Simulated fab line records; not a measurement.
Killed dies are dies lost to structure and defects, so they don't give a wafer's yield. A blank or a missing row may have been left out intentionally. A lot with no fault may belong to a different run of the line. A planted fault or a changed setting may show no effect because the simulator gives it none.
fab line records :: flow berkeleyCmos170
[record]
  lots = 7
  wafers = 21
  lastDay = 13
route steps=331 shown PLDD@151 NLDD@158
lots that met no fault: from a run of the same line without faults
startH: hours from the record's opening day to when the first of the lot's shown wafers began :: waitH: hours from the lot's prior step to this one :: " repeats the value in the row above :: L1.1+2: a single row standing in for several wafers :: - value missing, or start not given :: * or withheld: withheld :: < > ~ a bound
route shown NAME@n: names a module that has steps shown in the file, with the first one's number in the route :: usual: mean/standard deviation taken from wafers without a fault :: same: alike in all rows :: chamber/n: place in a boat :: sites: readings site by site :: _std_site: the values' standard deviation :: _edge_site: mean of outer sites minus mean of inner sites :: radiusMm: for every site, how far away it sits from the centre of the wafer :: mask NAME#n: copy n :: behind: the tool/chamber that last shaped the wafer :: hold: cause of the lot's hold/its duration in hours/its outcome :: device: which transistor (n, p or np) failed to switch :: end of line: tests of these same wafers at the route's end :: a step given without rows: its recipe and nothing more :: killed: at the first sort, the dies lost to defects and structure; wafer yield is something else :: map: a wafer's dies, x killed, . not, _ none there
set.NAME: setting as actually run; set.NAME@STEP: the setting as run at that earlier step :: model.NAME: the simulator's own value behind a step, which no gauge read
lots at some steps of the route; a table a step, a row a wafer
services: when a tool's chamber went out of use (startH, in hours from the record's first day, below 0 if earlier), for how many hours, and the reason
[[steps]]
[step UCB170_PLDD_CD_MEAS_06]
[recipe]
  targetCdNm = 1200
[usual]
  cdNm = 1199.9/1.4
lot.wafer: L777.2
tool: cdSem-02
chamber: -
startH: 165.64
waitH: -
cdNm: 1198.3

lot.wafer: L777.5
tool: cdSem-02
chamber: -
startH: 165.64
waitH: -
cdNm: 1199.2

lot.wafer: L777.6
tool: cdSem-02
chamber: -
startH: 165.64
waitH: -
cdNm: 1199.3

lot.wafer: L778.4
tool: cdSem-02
chamber: -
startH: 165.86
waitH: -
cdNm: 1200.1

lot.wafer: L778.5
tool: cdSem-02
chamber: -
startH: 165.86
waitH: -
cdNm: 1200.8

lot.wafer: L778.6
tool: cdSem-02
chamber: -
startH: 165.86
waitH: -
cdNm: 1200.0

lot.wafer: L785.1
tool: cdSem-02
chamber: -
startH: 195.33
waitH: -
cdNm: 1198.5

lot.wafer: L785.2
tool: cdSem-02
chamber: -
startH: 195.33
waitH: -
cdNm: 1199.6

lot.wafer: L785.5
tool: cdSem-02
chamber: -
startH: 195.33
waitH: -
cdNm: 1196.7

lot.wafer: L786.1
tool: cdSem-01
chamber: -
startH: 211.79
waitH: -
cdNm: 1200.9

lot.wafer: L786.3
tool: cdSem-01
chamber: -
startH: 211.79
waitH: -
cdNm: 1198.3

lot.wafer: L786.4
tool: cdSem-01
chamber: -
startH: 211.79
waitH: -
cdNm: 1200.7

lot.wafer: L787.2
tool: cdSem-02
chamber: -
startH: 214.85
waitH: -
cdNm: 1198.8

lot.wafer: L787.3
tool: cdSem-02
chamber: -
startH: 214.85
waitH: -
cdNm: 1200.5

lot.wafer: L787.5
tool: cdSem-02
chamber: -
startH: 214.85
waitH: -
cdNm: 1199.4

lot.wafer: L792.2
tool: cdSem-01
chamber: -
startH: 238.99
waitH: -
cdNm: 1202.2

lot.wafer: L792.3
tool: cdSem-01
chamber: -
startH: 238.99
waitH: -
cdNm: 1201.5

lot.wafer: L792.6
tool: cdSem-01
chamber: -
startH: 238.99
waitH: -
cdNm: 1201.4

lot.wafer: L798.1
tool: cdSem-01
chamber: -
startH: 268.92
waitH: -
cdNm: 1200.6

lot.wafer: L798.2
tool: cdSem-01
chamber: -
startH: 268.92
waitH: -
cdNm: 1201.5

lot.wafer: L798.5
tool: cdSem-01
chamber: -
startH: 268.92
waitH: -
cdNm: 1200.2
[step UCB170_PLDD_OVL_MEAS_07]
[usual]
  PLDD_OVL = -1/6.2
lot.wafer: L777.2
tool: overlay-01
chamber: -
startH: 165.74
waitH: 0.1
PLDD_OVL[nm]: 5

lot.wafer: L777.5
tool: overlay-01
chamber: -
startH: 165.74
waitH: 0.1
PLDD_OVL[nm]: 10

lot.wafer: L777.6
tool: overlay-01
chamber: -
startH: 165.74
waitH: 0.1
PLDD_OVL[nm]: 13

lot.wafer: L778.4
tool: overlay-01
chamber: -
startH: 165.94
waitH: 0.1
PLDD_OVL[nm]: 7

lot.wafer: L778.5
tool: overlay-01
chamber: -
startH: 165.94
waitH: 0.1
PLDD_OVL[nm]: 7

lot.wafer: L778.6
tool: overlay-01
chamber: -
startH: 165.94
waitH: 0.1
PLDD_OVL[nm]: 7

lot.wafer: L785.1
tool: overlay-02
chamber: -
startH: 195.45
waitH: 0.1
PLDD_OVL[nm]: 3

lot.wafer: L785.2
tool: overlay-02
chamber: -
startH: 195.45
waitH: 0.1
PLDD_OVL[nm]: 7

lot.wafer: L785.5
tool: overlay-02
chamber: -
startH: 195.45
waitH: 0.1
PLDD_OVL[nm]: 2

lot.wafer: L786.1
tool: overlay-02
chamber: -
startH: 211.91
waitH: 0.1
PLDD_OVL[nm]: 1

lot.wafer: L786.3
tool: overlay-02
chamber: -
startH: 211.91
waitH: 0.1
PLDD_OVL[nm]: -7

lot.wafer: L786.4
tool: overlay-02
chamber: -
startH: 211.91
waitH: 0.1
PLDD_OVL[nm]: -6

lot.wafer: L787.2
tool: overlay-02
chamber: -
startH: 214.96
waitH: 0.1
PLDD_OVL[nm]: -2

lot.wafer: L787.3
tool: overlay-02
chamber: -
startH: 214.96
waitH: 0.1
PLDD_OVL[nm]: -4

lot.wafer: L787.5
tool: overlay-02
chamber: -
startH: 214.96
waitH: 0.1
PLDD_OVL[nm]: 0

lot.wafer: L792.2
tool: overlay-01
chamber: -
startH: 239.09
waitH: 0.1
PLDD_OVL[nm]: -6

lot.wafer: L792.3
tool: overlay-01
chamber: -
startH: 239.09
waitH: 0.1
PLDD_OVL[nm]: -8

lot.wafer: L792.6
tool: overlay-01
chamber: -
startH: 239.09
waitH: 0.1
PLDD_OVL[nm]: -5

lot.wafer: L798.1
tool: overlay-01
chamber: -
startH: 269.04
waitH: 0.1
PLDD_OVL[nm]: -1

lot.wafer: L798.2
tool: overlay-01
chamber: -
startH: 269.04
waitH: 0.1
PLDD_OVL[nm]: -2

lot.wafer: L798.5
tool: overlay-01
chamber: -
startH: 269.04
waitH: 0.1
PLDD_OVL[nm]: -1
[step UCB170_PLDD_IMPLANT_08]
[recipe]
  species = BF2
  doseCm2 = 5e+13
  energyKev = 10
  tiltDeg = 7
  rotationDeg = 0
[step UCB170_PLDD_IMPLANT_09]
[recipe]
  species = BF2
  doseCm2 = 5e+13
  energyKev = 10
  tiltDeg = 7
  rotationDeg = 180
[step UCB170_PLDD_STRIP_10]
[recipe]
  chemistry = O2
  powerW = 400
  pressureMtorr = 3500
  platenTempC = withheld
  o2FlowSccm = 400
  overashFraction = 0.5
[usual]
  drypumpMotorCurrentA = 6.0/0.37
  oesProductAu = 0.735/0.005
  stripTimeToEndpointS = 21.64/0.069
lot.wafer: L777.2
tool: plasmaAsher-02
chamber: 0
startH: 166.07
waitH: 0.1
drypumpMotorCurrentA: 6.3
oesProductAu: 0.727
rfHoursCounterH: 5
stripTimeToEndpointS: 21.75

lot.wafer: L777.5
tool: plasmaAsher-02
chamber: 1
startH: 166.07
waitH: 0.1
drypumpMotorCurrentA: 6.3
oesProductAu: 0.730
rfHoursCounterH: -
stripTimeToEndpointS: 21.81

lot.wafer: L777.6
tool: plasmaAsher-02
chamber: 0
startH: 166.07
waitH: 0.1
drypumpMotorCurrentA: 6.3
oesProductAu: 0.736
rfHoursCounterH: -
stripTimeToEndpointS: 21.76

lot.wafer: L778.4
tool: plasmaAsher-01
chamber: 0
startH: 166.29
waitH: 0.1
drypumpMotorCurrentA: 6.1
oesProductAu: 0.736
rfHoursCounterH: -
stripTimeToEndpointS: 21.68

lot.wafer: L778.5
tool: plasmaAsher-01
chamber: 0
startH: 166.29
waitH: 0.1
drypumpMotorCurrentA: 6.1
oesProductAu: 0.729
rfHoursCounterH: -
stripTimeToEndpointS: 21.65

lot.wafer: L778.6
tool: plasmaAsher-01
chamber: 1
startH: 166.29
waitH: 0.1
drypumpMotorCurrentA: 6.2
oesProductAu: 0.735
rfHoursCounterH: -
stripTimeToEndpointS: 21.70

lot.wafer: L785.1
tool: plasmaAsher-02
chamber: 1
startH: 195.79
waitH: 0.1
drypumpMotorCurrentA: 6.3
oesProductAu: 0.732
rfHoursCounterH: 8
stripTimeToEndpointS: 21.59

lot.wafer: L785.2
tool: plasmaAsher-02
chamber: 0
startH: 195.79
waitH: 0.1
drypumpMotorCurrentA: 6.3
oesProductAu: 0.736
rfHoursCounterH: 8
stripTimeToEndpointS: 21.60

lot.wafer: L785.5
tool: plasmaAsher-02
chamber: 1
startH: 195.79
waitH: 0.1
drypumpMotorCurrentA: 6.3
oesProductAu: 0.742
rfHoursCounterH: -
stripTimeToEndpointS: 21.64

lot.wafer: L786.1
tool: plasmaAsher-03
chamber: 1
startH: 212.24
waitH: 0.1
drypumpMotorCurrentA: 5.2
oesProductAu: 0.741
rfHoursCounterH: 52
stripTimeToEndpointS: 21.60

lot.wafer: L786.3
tool: plasmaAsher-03
chamber: 0
startH: 212.24
waitH: 0.1
drypumpMotorCurrentA: 5.8
oesProductAu: 0.733
rfHoursCounterH: -
stripTimeToEndpointS: 21.61

lot.wafer: L786.4
tool: plasmaAsher-03
chamber: 1
startH: 212.24
waitH: 0.1
drypumpMotorCurrentA: 5.3
oesProductAu: 0.738
rfHoursCounterH: -
stripTimeToEndpointS: 21.61

lot.wafer: L787.2
tool: plasmaAsher-02
chamber: 1
startH: 215.29
waitH: 0.1
drypumpMotorCurrentA: 6.2
oesProductAu: 0.733
rfHoursCounterH: 10
stripTimeToEndpointS: 21.74

lot.wafer: L787.3
tool: plasmaAsher-02
chamber: 1
startH: 215.29
waitH: 0.1
drypumpMotorCurrentA: 6.3
oesProductAu: 0.742
rfHoursCounterH: -
stripTimeToEndpointS: 21.73

lot.wafer: L787.5
tool: plasmaAsher-02
chamber: 0
startH: 215.29
waitH: 0.1
drypumpMotorCurrentA: 6.3
oesProductAu: 0.736
rfHoursCounterH: -
stripTimeToEndpointS: 21.77

lot.wafer: L792.2
tool: plasmaAsher-03
chamber: 0
startH: 239.42
waitH: 0.1
drypumpMotorCurrentA: 5.8
oesProductAu: 0.731
rfHoursCounterH: 55
stripTimeToEndpointS: 21.66

lot.wafer: L792.3
tool: plasmaAsher-03
chamber: 0
startH: 239.42
waitH: 0.1
drypumpMotorCurrentA: 5.8
oesProductAu: 0.736
rfHoursCounterH: -
stripTimeToEndpointS: 21.59

lot.wafer: L792.6
tool: plasmaAsher-03
chamber: 1
startH: 239.42
waitH: 0.1
drypumpMotorCurrentA: 5.3
oesProductAu: 0.736
rfHoursCounterH: -
stripTimeToEndpointS: 21.69

lot.wafer: L798.1
tool: plasmaAsher-01
chamber: 0
startH: 269.37
waitH: 0.1
drypumpMotorCurrentA: 6.1
oesProductAu: 0.738
rfHoursCounterH: 59
stripTimeToEndpointS: 21.62

lot.wafer: L798.2
tool: plasmaAsher-01
chamber: 1
startH: 269.37
waitH: 0.1
drypumpMotorCurrentA: 6.3
oesProductAu: 0.735
rfHoursCounterH: 59
stripTimeToEndpointS: 21.54

lot.wafer: L798.5
tool: plasmaAsher-01
chamber: 1
startH: 269.37
waitH: 0.1
drypumpMotorCurrentA: 6.3
oesProductAu: 0.731
rfHoursCounterH: -
stripTimeToEndpointS: 21.64
[step UCB170_PLDD_TW_MEAS_11]
[usual]
  PLDD_TW = 1014/10
lot.wafer: L777.2
tool: filmMetro-03
chamber: -
startH: 166.18
waitH: 0.1
PLDD_TW: 1032

lot.wafer: L777.5
tool: filmMetro-03
chamber: -
startH: 166.18
waitH: 0.1
PLDD_TW: 1031

lot.wafer: L777.6
tool: filmMetro-03
chamber: -
startH: 166.18
waitH: 0.1
PLDD_TW: 1034

lot.wafer: L778.4
tool: filmMetro-04
chamber: -
startH: 166.39
waitH: 0.1
PLDD_TW: 1011

lot.wafer: L778.5
tool: filmMetro-04
chamber: -
startH: 166.39
waitH: 0.1
PLDD_TW: 1014

lot.wafer: L778.6
tool: filmMetro-04
chamber: -
startH: 166.39
waitH: 0.1
PLDD_TW: 1014

lot.wafer: L785.1
tool: filmMetro-02
chamber: -
startH: 195.89
waitH: 0.1
PLDD_TW: 1001

lot.wafer: L785.2
tool: filmMetro-02
chamber: -
startH: 195.89
waitH: 0.1
PLDD_TW: 998

lot.wafer: L785.5
tool: filmMetro-02
chamber: -
startH: 195.89
waitH: 0.1
PLDD_TW: 994

lot.wafer: L786.1
tool: filmMetro-03
chamber: -
startH: 212.34
waitH: 0.1
PLDD_TW: 1020

lot.wafer: L786.3
tool: filmMetro-03
chamber: -
startH: 212.34
waitH: 0.1
PLDD_TW: 1026

lot.wafer: L786.4
tool: filmMetro-03
chamber: -
startH: 212.34
waitH: 0.1
PLDD_TW: 1023

lot.wafer: L787.2
tool: filmMetro-04
chamber: -
startH: 215.40
waitH: 0.1
PLDD_TW: 1015

lot.wafer: L787.3
tool: filmMetro-04
chamber: -
startH: 215.40
waitH: 0.1
PLDD_TW: 1015

lot.wafer: L787.5
tool: filmMetro-04
chamber: -
startH: 215.40
waitH: 0.1
PLDD_TW: 1014

lot.wafer: L792.2
tool: filmMetro-02
chamber: -
startH: 239.53
waitH: 0.1
PLDD_TW: 1006

lot.wafer: L792.3
tool: filmMetro-02
chamber: -
startH: 239.53
waitH: 0.1
PLDD_TW: 1001

lot.wafer: L792.6
tool: filmMetro-02
chamber: -
startH: 239.53
waitH: 0.1
PLDD_TW: 1001

lot.wafer: L798.1
tool: filmMetro-03
chamber: -
startH: 269.47
waitH: 0.1
PLDD_TW: 1021

lot.wafer: L798.2
tool: filmMetro-03
chamber: -
startH: 269.47
waitH: 0.1
PLDD_TW: 1021

lot.wafer: L798.5
tool: filmMetro-03
chamber: -
startH: 269.47
waitH: 0.1
PLDD_TW: 1018
[step UCB170_PLDD_CLEAN_12]
[recipe]
  chemistry = SPM
  tempC = 120
  timeS = 600
[step UCB170_NLDD_HMDS_00]
[recipe]
  primeTimeS = 60
  primeTempC = 100
[step UCB170_NLDD_COAT_01]
[recipe]
  resist = KrF
  spinRpm = 1500
  resistThkNm = 900
[step UCB170_NLDD_SOFTBAKE_02]
[recipe]
  resist = KrF
  tempC = 130
  timeS = 60
[step UCB170_NLDD_EXPOSE_03]
[recipe]
  maskId = NSELECT
  na = 0.5
  sigmaOuter = 0.6
  sourceShape = conventional
  targetCdNm = 1200
  doseMj = 30
[step UCB170_NLDD_PEB_04]
[recipe]
  pebTempC = 130
  pebTimeS = withheld
  resist = KrF
[step UCB170_NLDD_DEVELOP_05]
[recipe]
  developer = TMAH
  developTimeS = 45
  resist = KrF
  devTempC = 21
[usual]
  developerTempC = 20.98/0.11
[same]
  developTimeS = 45
lot.wafer: L777.2
tool: lithoTrack-04
chamber: 0
startH: 167
waitH: -
developerTempC: 20.99

lot.wafer: L777.5
tool: lithoTrack-04
chamber: 0
startH: 167
waitH: -
developerTempC: 20.93

lot.wafer: L777.6
tool: lithoTrack-04
chamber: 0
startH: 168
waitH: -
developerTempC: 21.02

lot.wafer: L778.4
tool: lithoTrack-02
chamber: 0
startH: 168
waitH: -
developerTempC: 21.07

lot.wafer: L778.5
tool: lithoTrack-02
chamber: 0
startH: 168
waitH: -
developerTempC: 20.95

lot.wafer: L778.6
tool: lithoTrack-02
chamber: 0
startH: 168
waitH: -
developerTempC: 21.11

lot.wafer: L785.1
tool: lithoTrack-02
chamber: 0
startH: 197
waitH: -
developerTempC: 21.88

lot.wafer: L785.2
tool: lithoTrack-02
chamber: 0
startH: 197
waitH: -
developerTempC: 21.69

lot.wafer: L785.5
tool: lithoTrack-02
chamber: 0
startH: 197
waitH: -
developerTempC: 21.89

lot.wafer: L786.1
tool: lithoTrack-02
chamber: 0
startH: 215
waitH: -
developerTempC: 21.86

lot.wafer: L786.3
tool: lithoTrack-02
chamber: 0
startH: 215
waitH: -
developerTempC: 21.85

lot.wafer: L786.4
tool: lithoTrack-02
chamber: 0
startH: 215
waitH: -
developerTempC: 21.61

lot.wafer: L787.2
tool: lithoTrack-02
chamber: 0
startH: 216
waitH: -
developerTempC: 21.82

lot.wafer: L787.3
tool: lithoTrack-02
chamber: 0
startH: 216
waitH: -
developerTempC: 21.72

lot.wafer: L787.5
tool: lithoTrack-02
chamber: 0
startH: 216
waitH: -
developerTempC: 22.00

lot.wafer: L792.2
tool: lithoTrack-04
chamber: 0
startH: 240
waitH: -
developerTempC: 21.17

lot.wafer: L792.3
tool: lithoTrack-04
chamber: 0
startH: 240
waitH: -
developerTempC: 20.97

lot.wafer: L792.6
tool: lithoTrack-04
chamber: 0
startH: 240
waitH: -
developerTempC: 20.98

lot.wafer: L798.1
tool: lithoTrack-01
chamber: 0
startH: 271
waitH: -
developerTempC: 21.02

lot.wafer: L798.2
tool: lithoTrack-01
chamber: 0
startH: 271
waitH: -
developerTempC: 21.19

lot.wafer: L798.5
tool: lithoTrack-01
chamber: 0
startH: 271
waitH: -
developerTempC: 20.95
[step UCB170_NLDD_CD_MEAS_06]
[recipe]
  targetCdNm = 1200
[usual]
  cdNm = 1200.2/1.3
lot.wafer: L777.2
tool: cdSem-01
chamber: -
startH: 168.05
waitH: -
cdNm: 1199.6

lot.wafer: L777.5
tool: cdSem-01
chamber: -
startH: 168.05
waitH: -
cdNm: 1200.5

lot.wafer: L777.6
tool: cdSem-01
chamber: -
startH: 168.05
waitH: -
cdNm: 1201.1

lot.wafer: L778.4
tool: cdSem-02
chamber: -
startH: 169.07
waitH: -
cdNm: 1198.6

lot.wafer: L778.5
tool: cdSem-02
chamber: -
startH: 169.07
waitH: -
cdNm: 1199.1

lot.wafer: L778.6
tool: cdSem-02
chamber: -
startH: 169.07
waitH: -
cdNm: 1199.3

lot.wafer: L785.1
tool: cdSem-01
chamber: -
startH: 197.58
waitH: -
cdNm: 1199.6

lot.wafer: L785.2
tool: cdSem-01
chamber: -
startH: 197.58
waitH: -
cdNm: 1199.5

lot.wafer: L785.5
tool: cdSem-01
chamber: -
startH: 197.58
waitH: -
cdNm: 1199.6

lot.wafer: L786.1
tool: cdSem-02
chamber: -
startH: 215.66
waitH: -
cdNm: 1201.7

lot.wafer: L786.3
tool: cdSem-02
chamber: -
startH: 215.66
waitH: -
cdNm: 1200.6

lot.wafer: L786.4
tool: cdSem-02
chamber: -
startH: 215.66
waitH: -
cdNm: 1199.6

lot.wafer: L787.2
tool: cdSem-02
chamber: -
startH: 216.63
waitH: -
cdNm: 1201.6

lot.wafer: L787.3
tool: cdSem-02
chamber: -
startH: 216.63
waitH: -
cdNm: 1201.1

lot.wafer: L787.5
tool: cdSem-02
chamber: -
startH: 216.63
waitH: -
cdNm: 1201.4

lot.wafer: L792.2
tool: cdSem-02
chamber: -
startH: 240.62
waitH: -
cdNm: 1198.3

lot.wafer: L792.3
tool: cdSem-02
chamber: -
startH: 240.62
waitH: -
cdNm: 1199.0

lot.wafer: L792.6
tool: cdSem-02
chamber: -
startH: 240.62
waitH: -
cdNm: 1198.6

lot.wafer: L798.1
tool: cdSem-01
chamber: -
startH: 271.65
waitH: -
cdNm: 1201.3

lot.wafer: L798.2
tool: cdSem-01
chamber: -
startH: 271.65
waitH: -
cdNm: 1201.5

lot.wafer: L798.5
tool: cdSem-01
chamber: -
startH: 271.65
waitH: -
cdNm: 1199.7
[[services]]
tool: plasmaAsher-01
chamber: -
startH: 239.62
hours: 2.4
kind: repair

tool: plasmaAsher-02
chamber: -
startH: 258.69
hours: 19.1
kind: repair
[[key]]
[firstSign]
  step = UCB170_NLDD_DEVELOP_05
  reading = developerTempC
  direction = up
  sigmas = 7.8
  usual = *
  struck = *
effect none on later readings
metAt UCB170_NLDD_DEVELOP_05
struckWafers L785.1,L785.2,L785.5,L786.1,L786.3,L786.4,L787.2,L787.3,L787.5
sortLeftOut L785.1,L785.2,L785.5
testerLeftOut L785,L786,L787
[fault]
  kind = processParameterDrift
  tool = lithoTrack-02
  chamber = -
  onsetH = 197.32
  steps = UCB170_NLDD_DEVELOP_05
  channel = devTempC
  offset = *
  shape = step
  endH = 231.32
  actsIn = *
  stated = *
// testerLeftOut: of these lots the tester's yield and bins aren't shown, on N5 and GAA mostly nor the transistor test; their killed dies are dies lost to structure and defects alone, not to doping, threshold or leakage, so they don't give the yield
// sortLeftOut: the simulated sort isn't trusted on such a fault, so these wafers' sort isn't shown, and their yield isn't known
